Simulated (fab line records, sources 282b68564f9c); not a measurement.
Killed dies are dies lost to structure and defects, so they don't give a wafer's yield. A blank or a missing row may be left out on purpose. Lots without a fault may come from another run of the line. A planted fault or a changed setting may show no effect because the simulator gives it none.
Which tool did it? | flow rit_cmos | 6 lots, 18 wafers sampled, at 2 steps of a route of 202

WHAT THE GAUGES READ, wafer by wafer
RIT_PSD_OVL_MEAS_06.
lot  | measured    | on         | PSD_OVL (nm)
L663 | day 4 08:53 | overlay-01 | -0.4 -0.7 -0.9
L664 | day 4 15:25 | overlay-01 | 0.6 -1.6 -0.1
L667 | day 4 20:16 | overlay-02 | 1.8 0.4 -1.2
L672 | day 5 18:31 | overlay-02 | 0.5 1.0 1.8
L679 | day 7 07:01 | overlay-02 | -3.1 -2.3 -1.8
L681 | day 7 19:52 | overlay-01 | 4.4 1.9 3.5

WHICH TOOL RAN EACH LOT (tool, then ch and the chambers of the sampled wafers, then the start)
lot  | RIT_PSD_EXPOSE_03
L663 | iline_stepper-02 ch 0, day 4 08:25
L664 | iline_stepper-02 ch 0, day 4 15:02
L667 | iline_stepper-02 ch 0, day 4 19:41
L672 | iline_stepper-01 ch 0, day 5 18:08
L679 | iline_stepper-02 ch 0, day 7 06:32
L681 | iline_stepper-01 ch 0, day 7 19:28
- RIT_PSD_EXPOSE_03: exposes mask M10, target cd 40900 nm.

THE ANSWER, worked out from the rows above alone
Rule: what is usual is taken from the lots themselves. Put in order of their means at a reading, lots are off if they are a third of the lots or fewer, leave a main group of 4 or more, and stand apart from it by a gap of 3 or more times the standard deviation of the main group's means; of several such gaps the widest counts. A main group whose means are all the same, to the digits that the tables above print for the reading, isn't used. A lot without any number at a reading at which 4 lots or more have one is off too. The other lots that the step has rows for count as sound.
No lot is off at any reading shown: from this, nothing can be told.

WHAT THE SIMULATOR HAD PUT IN
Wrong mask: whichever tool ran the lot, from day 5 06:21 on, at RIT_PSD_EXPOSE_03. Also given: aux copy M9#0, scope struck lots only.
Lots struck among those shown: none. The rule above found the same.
